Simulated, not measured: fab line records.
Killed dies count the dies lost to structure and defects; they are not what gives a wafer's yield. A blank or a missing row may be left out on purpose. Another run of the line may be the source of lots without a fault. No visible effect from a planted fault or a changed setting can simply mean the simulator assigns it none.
A sampling plan put to the test	flow berkeley_cmos170	one line in one fab, 28 faults in these records, each fault weighed on the records of the lots it struck
What counts as the plan is the set of the line's own looks, namely the steps on the route at which a gauge or an inspection reads a wafer and does not change it. A look can be judged if struck wafers have a number there and the file gives its usual mean and standard deviation on fault-free wafers. Caught: a look later than the fault's first step finds the struck wafers' mean 4 or more of those standard deviations (sigma) from the usual mean. On the tool: the test repeated on the tool's own readings taken at the fault's steps. Caught also covers a different recipe on the struck wafers, or a record left blank for those wafers only.

THE FAULTS, as the simulator had put them in
1. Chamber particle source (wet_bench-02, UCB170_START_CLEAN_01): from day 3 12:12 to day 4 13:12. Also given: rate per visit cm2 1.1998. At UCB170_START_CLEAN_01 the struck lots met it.
2. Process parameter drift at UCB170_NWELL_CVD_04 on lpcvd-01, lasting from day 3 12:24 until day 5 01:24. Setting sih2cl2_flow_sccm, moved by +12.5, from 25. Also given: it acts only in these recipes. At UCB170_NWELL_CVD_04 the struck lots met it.
3. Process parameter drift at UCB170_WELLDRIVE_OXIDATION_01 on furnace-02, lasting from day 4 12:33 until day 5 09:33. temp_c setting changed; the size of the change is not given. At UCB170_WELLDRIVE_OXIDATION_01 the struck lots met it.
4. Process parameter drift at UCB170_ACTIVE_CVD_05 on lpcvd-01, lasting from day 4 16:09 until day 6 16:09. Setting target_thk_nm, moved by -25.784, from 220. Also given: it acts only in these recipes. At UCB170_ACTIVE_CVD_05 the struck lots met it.
5. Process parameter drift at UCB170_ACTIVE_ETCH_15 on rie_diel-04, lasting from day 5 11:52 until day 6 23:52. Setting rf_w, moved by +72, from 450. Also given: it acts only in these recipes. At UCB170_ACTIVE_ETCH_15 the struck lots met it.
6. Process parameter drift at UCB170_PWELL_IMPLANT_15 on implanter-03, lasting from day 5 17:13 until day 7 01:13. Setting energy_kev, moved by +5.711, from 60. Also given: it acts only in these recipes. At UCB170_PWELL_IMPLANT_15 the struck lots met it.
7. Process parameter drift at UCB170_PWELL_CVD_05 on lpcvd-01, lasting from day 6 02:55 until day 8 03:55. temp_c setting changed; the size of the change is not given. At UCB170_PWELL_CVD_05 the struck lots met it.
8. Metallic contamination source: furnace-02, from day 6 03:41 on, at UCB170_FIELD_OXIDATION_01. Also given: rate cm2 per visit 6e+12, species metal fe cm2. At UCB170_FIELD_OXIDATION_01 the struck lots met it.
9. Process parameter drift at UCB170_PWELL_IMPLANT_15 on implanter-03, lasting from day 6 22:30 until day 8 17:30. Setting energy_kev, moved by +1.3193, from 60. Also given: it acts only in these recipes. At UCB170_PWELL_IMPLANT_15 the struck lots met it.
10. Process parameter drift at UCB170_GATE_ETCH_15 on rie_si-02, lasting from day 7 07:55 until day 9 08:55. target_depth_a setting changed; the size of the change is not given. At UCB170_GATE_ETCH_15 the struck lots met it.
11. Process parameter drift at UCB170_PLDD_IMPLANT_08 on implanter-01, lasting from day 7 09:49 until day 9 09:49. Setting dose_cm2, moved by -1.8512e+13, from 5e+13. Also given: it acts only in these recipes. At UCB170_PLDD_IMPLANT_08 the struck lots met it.
12. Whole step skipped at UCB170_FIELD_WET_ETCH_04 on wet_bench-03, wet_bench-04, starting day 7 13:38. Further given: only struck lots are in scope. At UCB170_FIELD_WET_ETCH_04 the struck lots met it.
13. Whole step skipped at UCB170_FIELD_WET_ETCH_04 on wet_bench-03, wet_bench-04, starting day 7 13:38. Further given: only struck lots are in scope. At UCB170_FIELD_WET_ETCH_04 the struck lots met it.
14. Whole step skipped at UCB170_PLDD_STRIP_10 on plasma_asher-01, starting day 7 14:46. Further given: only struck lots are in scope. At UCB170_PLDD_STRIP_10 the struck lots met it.
15. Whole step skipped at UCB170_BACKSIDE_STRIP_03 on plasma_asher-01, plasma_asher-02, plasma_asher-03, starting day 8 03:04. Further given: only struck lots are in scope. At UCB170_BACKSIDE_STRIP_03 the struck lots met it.
16. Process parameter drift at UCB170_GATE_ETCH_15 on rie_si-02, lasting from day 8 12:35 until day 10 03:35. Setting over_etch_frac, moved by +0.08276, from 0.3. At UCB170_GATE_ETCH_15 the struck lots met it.
17. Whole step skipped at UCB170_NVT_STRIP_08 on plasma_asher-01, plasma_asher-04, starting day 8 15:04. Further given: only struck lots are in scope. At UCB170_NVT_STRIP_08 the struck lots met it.
18. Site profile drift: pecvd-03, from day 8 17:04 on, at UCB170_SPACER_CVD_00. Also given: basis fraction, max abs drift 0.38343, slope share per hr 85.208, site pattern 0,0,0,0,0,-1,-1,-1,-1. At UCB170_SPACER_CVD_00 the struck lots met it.
19. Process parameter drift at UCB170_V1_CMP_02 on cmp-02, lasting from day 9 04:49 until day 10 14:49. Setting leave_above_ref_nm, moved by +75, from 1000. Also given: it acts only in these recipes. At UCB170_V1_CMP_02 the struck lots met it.
20. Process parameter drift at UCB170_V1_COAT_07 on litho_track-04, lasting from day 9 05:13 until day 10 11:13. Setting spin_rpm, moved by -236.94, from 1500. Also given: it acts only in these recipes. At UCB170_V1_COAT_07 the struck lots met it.
21. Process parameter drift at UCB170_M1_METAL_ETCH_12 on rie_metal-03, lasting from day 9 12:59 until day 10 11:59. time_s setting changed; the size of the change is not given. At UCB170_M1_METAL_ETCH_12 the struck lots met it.
22. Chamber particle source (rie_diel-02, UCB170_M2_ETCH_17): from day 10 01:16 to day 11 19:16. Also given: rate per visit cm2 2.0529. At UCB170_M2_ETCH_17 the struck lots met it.
23. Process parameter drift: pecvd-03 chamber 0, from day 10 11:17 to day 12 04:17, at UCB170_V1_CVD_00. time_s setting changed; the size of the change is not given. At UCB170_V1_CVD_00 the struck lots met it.
24. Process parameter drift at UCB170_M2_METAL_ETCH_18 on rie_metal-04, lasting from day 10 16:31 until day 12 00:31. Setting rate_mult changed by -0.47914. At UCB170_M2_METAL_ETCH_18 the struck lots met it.
25. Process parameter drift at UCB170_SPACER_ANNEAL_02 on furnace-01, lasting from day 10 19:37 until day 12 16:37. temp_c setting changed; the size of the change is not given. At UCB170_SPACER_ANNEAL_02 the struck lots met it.
26. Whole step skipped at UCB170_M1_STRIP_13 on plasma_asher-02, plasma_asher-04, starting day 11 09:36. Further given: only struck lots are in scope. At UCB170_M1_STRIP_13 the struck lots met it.
27. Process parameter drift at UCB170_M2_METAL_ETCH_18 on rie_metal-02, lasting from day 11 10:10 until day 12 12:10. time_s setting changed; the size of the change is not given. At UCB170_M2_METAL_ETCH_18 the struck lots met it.
28. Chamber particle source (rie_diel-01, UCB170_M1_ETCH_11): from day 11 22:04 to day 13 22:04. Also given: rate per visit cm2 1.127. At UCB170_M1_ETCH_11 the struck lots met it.

WHAT THE PLAN SAW
fault	on the tool itself	first look that catches it	reading, sigma	median hours from its first step to that look	hours from the fault's start to the first struck lot there	judged looks passed uncaught
1	no reading that can be judged	no look after it can be judged	-	-	-	0
2	sih2cl2_flow_sccm +99 or beyond sigma	UCB170_NWELL_THK_MEAS_05	NWELL_NITRIDE_THK +13	1.9	15	0
3	tube_center_temp_C -99 or beyond sigma	UCB170_WELLDRIVE_THK_MEAS_02	WELLDRIVE_OXIDE_THK -8.8	3.5	13	0
4	under 2 sigma	UCB170_ACTIVE_THK_MEAS_06	ACTIVE_NITRIDE_THK -9.4	1.9	6	0
5	rf_fwd_power_W +55 sigma	no look after it can be judged	-	-	-	0
6	beam_energy_keV +99 or beyond sigma	no look after it can be judged	-	-	-	0
7	susceptor_temp_C -99 or beyond sigma	UCB170_PWELL_THK_MEAS_06	PWELL_NITRIDE_THK -60	1.9	7	0
8	no reading that can be judged	none of the 6 looks that can be judged after it	-	-	-	6
9	beam_energy_keV +66 sigma	no look after it can be judged	-	-	-	0
10	only faintly: oes_product_au +2.8 sigma	none of the 7 looks that can be judged after it	-	-	-	7
11	dose_ions_cm2 -99 or beyond sigma	UCB170_PLDD_TW_MEAS_11	PLDD_TW -12	0.4	5	0
12	no reading that can be judged	no look after it can be judged	-	-	-	0
13	no reading that can be judged	no look after it can be judged	-	-	-	0
14	the tool's record is blank for the struck wafers	UCB170_NLDD_TW_MEAS_11	NLDD_TW -99 or beyond	2.0	2	0
15	no reading that can be judged	no look after it can be judged	-	-	-	0
16	only faintly: oes_product_au -2.8 sigma	no look after it can be judged	-	-	-	0
17	the tool's record is blank for the struck wafers	UCB170_PVT_TW_MEAS_09	PVT_TW -99 or beyond	2.5	12	0
18	under 2 sigma	UCB170_SPACER_THK_MEAS_01	SPACER_TEOS_THK -13	0.0	11	0
19	under 2 sigma	UCB170_V1_THK_MEAS_04	V1_POLISHED_THK +54	0.4	9	0
20	spin_speed_rpm -99 or beyond sigma	not the one look that can be judged after it	strongest: cd_nm at UCB170_V1_CD_MEAS_12, -3.0	-	-	1
21	run_length_s +59 sigma	UCB170_M1_CD_MEAS_90	cd_nm -6.6	0.2	10	0
22	under 2 sigma	not the one look that can be judged after it	-	-	-	1
23	run_length_s -66 sigma	UCB170_V1_THK_MEAS_01	V1_TEOS_THK -16	0.2	36	0
24	oes_product_au -6.0 sigma	UCB170_M2_CD_MEAS_90	cd_nm +9.0	0.4	9	0
25	tube_center_temp_C +99 or beyond sigma	UCB170_SDANNEAL_RS_MEAS_04	PLDD_RS -41	7.5	26	0
26	no reading that can be judged	not the one look that can be judged after it	-	-	-	1
27	run_length_s +6.9 sigma	no look after it can be judged	-	-	-	0
28	under 2 sigma	none of the 2 looks that can be judged after it	-	-	-	2
A dash: this means the fault isn't caught or the number doesn't appear in these records.

Caught at a look: 13 of 28. Caught on the tool: 15 of 28. By one or the other: 18 of 28.
Faults caught by the tool alone: 5, 6, 9, 20, 27.
Caught at a look alone: faults 4, 18, 19.
Caught by neither: faults 1, 8, 10, 12, 13, 15, 16, 22, 26, 28.

THINNER SAMPLING
In the worst case, this is how late the first struck lot would be measured if the look that catches a fault measured only every second or every third lot, by lot number:
fault	struck lots at that look, in order of time	every lot	every second lot	every third lot
2	L327, L328	15 h	15 h	may miss all 2
3	L527, L526	13 h	13 h	may miss all 2
4	L165, L164	6 h	6 h	may miss all 2
7	L895, L898, L899	7 h	25 h	may miss all 3
11	L675, L679	5 h	may miss all 2	may miss all 2
14	L568, L571	2 h	14 h	may miss all 2
17	L329, L330	12 h	12 h	may miss all 2
18	L141, L144, L147	11 h	30 h	may miss all 3
19	L344, L345	9 h	22 h	may miss all 2
21	L656, L655	10 h	11 h	may miss all 2
23	L261	36 h	may miss it	may miss it
24	L598, L599	9 h	26 h	may miss all 2
25	L211, L210	26 h	26 h	may miss all 2
Hours: fault start to first struck lot measured. Since the struck wafers were tested as one group against 4 sigma, a single lot by itself may lie under the limit. Other struck lots may not be in these records.

THE LONGEST TIMED WAY FROM STEP TO LOOK
Fault 25: a median of 7.5 hours passes between UCB170_SPACER_ANNEAL_02 and UCB170_SDANNEAL_RS_MEAS_04. No look between them can be judged.
